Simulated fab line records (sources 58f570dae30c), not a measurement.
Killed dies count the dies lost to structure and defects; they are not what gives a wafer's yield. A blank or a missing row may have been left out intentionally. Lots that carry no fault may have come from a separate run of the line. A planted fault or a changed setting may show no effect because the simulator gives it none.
fab line records	flow berkeleyCmos170
record: lots: 7	wafers: 21	lastDay: 13
route steps=331 shown PVT@123 GATE@125 FIELD@126
lots untouched by any fault: they come from a run of this same line in which no faults occurred
startH: hours from the record's first day to the start of the lot's first wafer shown	waitH: hours from the lot's prior step to this one	" as in the row above	L1.1+2: a row that stands for several wafers	- value missing, or start not given	* or withheld: withheld	< > ~ a bound
route shown NAME@n: NAME is a module with steps in the file, n the number in the route of the first one	usual: the fault-free wafers' mean and standard deviation	same: alike in all rows	chamber/n: place in a boat	sites: each site's reading	_std_site: how widely they spread, as a standard deviation	_edge_site: the outer-site mean with the inner-site mean subtracted	radiusMm: for every site, how far away it sits from the centre of the wafer	mask NAME#n: copy n	behind: the tool/chamber that last shaped the wafer	hold: why the lot was held/for how many hours/how that ended	device: whichever transistor did not switch (one of n, p or np)	end of line: tests run on the same wafers once the route is complete	where a step has no rows: the recipe by itself	killed: dies lost to structure and defects at the first sort, not the wafer's yield	map: a wafer's dies, marking killed ones x, the rest . and places with no die _
set.NAME: setting as actually run; set.NAME@STEP: the setting as run at that earlier step	model.NAME: the simulator's own value behind a step, which no gauge read
lots at some steps of the route; a table a step, a row a wafer
services: the hour from which a tool's chamber was out of use, counted from the record's first day as startH (under 0 if before that day), plus the number of hours and why
== steps ==
step: UCB170_PVT_STRIP_08
recipe: chemistry: O2	powerW: 400	pressureMtorr: 3500	platenTempC: withheld	o2FlowSccm: 400	overashFraction: 0.5
usual: drypumpMotorCurrentA: 5.6/0.38	oesProductAu: 0.734/0.0043	stripTimeToEndpointS: 21.60/0.062
lot.wafer	tool	chamber	startH	waitH	drypumpMotorCurrentA	oesProductAu	rfHoursCounterH	stripTimeToEndpointS
L202.1	plasmaAsher-02	1	161.39	0.1	5.4	0.735	42	21.58
L202.3	"	0	"	"	6.2	0.728	-	21.62
L202.6	"	1	"	"	5.4	0.733	-	21.53
L207.1	plasmaAsher-03	0	186.85	0.1	5.2	0.740	40	21.64
L207.3	"	1	"	"	5.5	0.735	-	21.62
L207.5	"	0	"	"	5.2	0.728	-	21.71
L206.1	plasmaAsher-01	0	187.13	0.1	5.6	0.735	46	21.63
L206.3	"	0	"	"	5.6	0.734	-	21.61
L206.5	"	0	"	"	5.6	0.733	-	21.61
L209.1	plasmaAsher-01	0	196.80	0.1	5.6	0.732	47	21.60
L209.4	"	0	"	"	5.6	0.737	-	21.57
L209.5	"	0	"	"	5.6	0.734	-	21.53
L211.2	plasmaAsher-03	0	206.07	0.1	5.2	0.731	42	21.61
L211.3	"	0	"	"	5.2	0.734	-	21.66
L211.4	"	1	"	"	5.5	0.720	-	21.62
L210.2	plasmaAsher-02	0	206.63	0.1	6.1	0.737	46	21.59
L210.4	"	0	"	"	6.1	0.729	-	21.60
L210.5	"	0	"	"	6.2	0.733	-	21.57
L219.1	plasmaAsher-01	1	256.88	0.1	6.2	0.742	54	21.59
L219.2	"	0	"	"	5.6	0.734	54	21.62
L219.4	"	1	"	"	6.3	0.728	-	21.65
step: UCB170_PVT_TW_MEAS_09
usual: PVT_TW: 504/4
lot.wafer	tool	chamber	startH	waitH	PVT_TW
L202.1	filmMetro-03	-	161.49	0.1	505
L202.3	"	-	"	"	507
L202.6	"	-	"	"	502
L207.1	filmMetro-02	-	186.95	0.1	497
L207.3	"	-	"	"	499
L207.5	"	-	"	"	500
L206.1	filmMetro-02	-	187.23	0.1	498
L206.3	"	-	"	"	499
L206.5	"	-	"	"	499
L209.1	filmMetro-02	-	196.90	0.1	500
L209.4	"	-	"	"	499
L209.5	"	-	"	"	501
L211.2	filmMetro-02	-	206.18	0.1	500
L211.3	"	-	"	"	499
L211.4	"	-	"	"	502
L210.2	filmMetro-02	-	206.74	0.1	503
L210.4	"	-	"	"	502
L210.5	"	-	"	"	501
L219.1	filmMetro-03	-	256.98	0.1	506
L219.2	"	-	"	"	505
L219.4	"	-	"	"	505
step: UCB170_GATE_WET_ETCH_00
recipe: chemistry: dHF	dilution: 25:1	target: SiO2	tempC: 25	timeS: 200
step: UCB170_FIELD_THK_MEAS_91
recipe: reads: SiO2_of_FIELD_OXIDATION_01
usual: FIELD_OXIDE_LEFT_2_THK: 359/13
lot.wafer	tool	chamber	startH	waitH	FIELD_OXIDE_LEFT_2_THK[nm]
L202.1	filmMetro-04	-	161.85	0.0	363
L202.3	"	-	"	"	369
L202.6	"	-	"	"	363
L207.1	filmMetro-04	-	187.16	0.0	352
L207.3	"	-	"	"	353
L207.5	"	-	"	"	360
L206.1	filmMetro-04	-	187.44	0.0	363
L206.3	"	-	"	"	351
L206.5	"	-	"	"	354
L209.1	filmMetro-04	-	197.24	0.0	354
L209.4	"	-	"	"	354
L209.5	"	-	"	"	356
L211.2	filmMetro-04	-	206.37	0.1	338
L211.3	"	-	"	"	340
L211.4	"	-	"	"	339
L210.2	filmMetro-02	-	206.87	0.0	337
L210.4	"	-	"	"	326
L210.5	"	-	"	"	326
L219.1	filmMetro-02	-	257.11	0.0	350
L219.2	"	-	"	"	361
L219.4	"	-	"	"	348
step: UCB170_GATE_OXIDATION_01
recipe: tempC: 850	ambient: O2	targetThkA: 66	oxTimeS: 1800
step: UCB170_GATE_THK_MEAS_02
recipe: reads: SiO2_of_GATE_OXIDATION_01
usual: GATE_OXIDE_THK: 6.63/0.11
lot.wafer	tool	chamber	startH	waitH	GATE_OXIDE_THK[nm]
L202.1	filmMetro-01	-	166.13	0.1	6.54
L202.3	"	-	"	"	6.54
L202.6	"	-	"	"	6.60
L206.1	filmMetro-02	-	192.96	0.0	6.57
L206.3	"	-	"	"	6.63
L206.5	"	-	"	"	6.52
L207.1	filmMetro-03	-	192.96	0.0	6.67
L207.3	"	-	"	"	6.69
L207.5	"	-	"	"	6.62
L209.1	filmMetro-02	-	203.21	0.0	6.46
L209.4	"	-	"	"	6.60
L209.5	"	-	"	"	6.66
L210.2	filmMetro-01	-	211.90	0.0	6.75
L210.4	"	-	"	"	6.65
L210.5	"	-	"	"	6.67
L211.2	filmMetro-02	-	211.90	0.0	6.37
L211.3	"	-	"	"	6.31
L211.4	"	-	"	"	6.38
L219.1	filmMetro-03	-	263.25	0.1	6.49
L219.2	"	-	"	"	6.61
L219.4	"	-	"	"	6.66
step: UCB170_GATE_ANNEAL_03
recipe: tempC: 900	timeS: 1800	ambient: N2
step: UCB170_GATE_CVD_04
recipe: material: poly-Si	tempC: 610	precursor: SiH4	timeS: 1440	pressureMtorr: 375	targetThkNm: 214	sih4FlowSccm: 120
step: UCB170_GATE_THK_MEAS_05
recipe: reads: poly-Si_of_GATE_CVD_04
usual: GATE_POLY_THK: 214.9/2.3
lot.wafer	tool	chamber	startH	waitH	GATE_POLY_THK[nm]
L202.1	filmMetro-01	-	173.38	0.0	212.9
L202.3	"	-	"	"	213.1
L202.6	"	-	"	"	213.5
L207.1	filmMetro-03	-	199.52	0.0	217.6
L207.3	"	-	"	"	217.7
L207.5	"	-	"	"	218.4
L206.1	filmMetro-01	-	199.53	0.0	215.9
L206.3	"	-	"	"	218.2
L206.5	"	-	"	"	215.6
L209.1	filmMetro-01	-	211.20	0.0	217.8
L209.4	"	-	"	"	215.8
L209.5	"	-	"	"	217.8
L210.2	filmMetro-03	-	219.11	0.0	213.9
L210.4	"	-	"	"	212.7
L210.5	"	-	"	"	213.4
L211.2	filmMetro-02	-	219.11	0.0	214.1
L211.3	"	-	"	"	214.9
L211.4	"	-	"	"	214.9
L219.1	filmMetro-02	-	270.67	0.1	213.4
L219.2	"	-	"	"	211.9
L219.4	"	-	"	"	211.7
step: UCB170_GATE_COAT_06
recipe: resist: BARC	tempC: withheld	timeS: withheld	spinRpm: 3000	resistThkNm: withheld
step: UCB170_GATE_COAT_07
recipe: resist: KrF	spinRpm: 1500	resistThkNm: 900
step: UCB170_GATE_SOFTBAKE_08
recipe: resist: KrF	tempC: 130	timeS: 60
step: UCB170_GATE_EXPOSE_09
recipe: maskId: POLY	targetCdNm: 350	na: 0.5	sigmaOuter: 0.6	sourceShape: conventional	doseMj: 21
usual: exposureDoseMJCm2: 20.981/0.02	focusOffsetNm: 0.1/0.53	sigmaOuter: 0.6/0
lot.wafer	tool	chamber	startH	waitH	mask	exposureDoseMJCm2	focusOffsetNm	sigmaOuter
L202.1	krfScanner-02	0	174.78	-	POLY#0	20.952	0.6	0.6
L202.3	"	0	"	"	POLY#0	20.981	1.0	0.6
L202.6	"	0	"	"	POLY#0	20.960	0.0	0.6
L207.1	krfScanner-01	0	200.57	-	POLY#0	21.001	0.9	0.6
L207.3	"	0	"	"	POLY#0	21.009	0.4	0.6
L207.5	"	0	"	"	POLY#0	20.984	1.2	0.6
L206.1	krfScanner-02	0	200.85	-	POLY#0	20.956	0.0	0.6
L206.3	"	0	"	"	POLY#0	20.963	0.2	0.6
L206.5	"	0	"	"	POLY#0	20.963	0.4	0.6
L209.1	krfScanner-01	-	211.96	-	POLY#0	-	-	-
L209.4	"	-	"	"	POLY#0	-	-	-
L209.5	"	-	"	"	POLY#0	-	-	-
L211.2	krfScanner-02	-	219.76	-	POLY#0	-	-	-
L211.3	"	-	"	"	POLY#0	-	-	-
L211.4	"	-	"	"	POLY#0	-	-	-
L210.2	krfScanner-01	-	220.00	-	POLY#0	-	-	-
L210.4	"	-	"	"	POLY#0	-	-	-
L210.5	"	-	"	"	POLY#0	-	-	-
L219.1	krfScanner-01	0	271.48	-	POLY#0	20.990	1.9	0.6
L219.2	"	0	"	"	POLY#0	21.010	0.2	0.6
L219.4	"	0	"	"	POLY#0	21.008	0.7	0.6
step: UCB170_GATE_PEB_10
recipe: pebTempC: 130	pebTimeS: withheld	resist: KrF
== services ==
tool	chamber	startH	hours	kind
krfScanner-01	-	147.08	0.8	pm
plasmaAsher-01	-	155.11	5.2	repair
krfScanner-02	-	169.16	1.0	pm
krfScanner-01	-	184.91	4.0	pm
plasmaAsher-02	-	196.50	2.8	pm
krfScanner-02	-	210.73	3.6	pm
krfScanner-02	-	214.28	1.3	pm
krfScanner-02	-	216.10	0.8	pm
krfScanner-02	0	218.44	-	calibration
plasmaAsher-01	-	225.93	0.7	repair
krfScanner-01	-	231.23	1.0	pm
krfScanner-02	-	241.18	6.4	repair
krfScanner-01	0	241.27	-	calibration
krfScanner-01	-	256.81	1.3	pm
krfScanner-01	-	267.09	0.4	repair
== key ==
firstSign: step: UCB170_GATE_EXPOSE_09	reading: toolRecord	direction: missing
effect none on later readings
metAt UCB170_GATE_EXPOSE_09
struckWafers L209.1,L209.4,L209.5,L210.2,L210.4,L210.5,L211.2,L211.3,L211.4
laterRowsLeftOut L209.1,L209.4,L209.5,L210.2,L210.4,L210.5,L211.2,L211.3,L211.4
sortLeftOut L209.1,L209.4,L209.5,L210.2,L210.4,L210.5,L211.2,L211.3,L211.4
testerLeftOut L209,L210,L211
onsetBetween 200.85 211.96
fault: kind: skippedStepWhole	tool: krfScanner-01,krfScanner-02	chamber: -	onsetH: 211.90	steps: UCB170_GATE_EXPOSE_09	scope: struckLotsOnly
testerLeftOut: of these lots the tester's yield and bins aren't shown, on N5 and GAA mostly nor the transistor test; their killed dies are dies lost to structure and defects alone, not to doping, threshold or leakage, so they don't give the yield
sortLeftOut: the simulated sort isn't trusted on such a fault, so these wafers' sort isn't shown, and their yield isn't known
laterRowsLeftOut: the simulator's readings of these wafers behind a module that went badly wrong aren't trusted and aren't shown, but for the sort
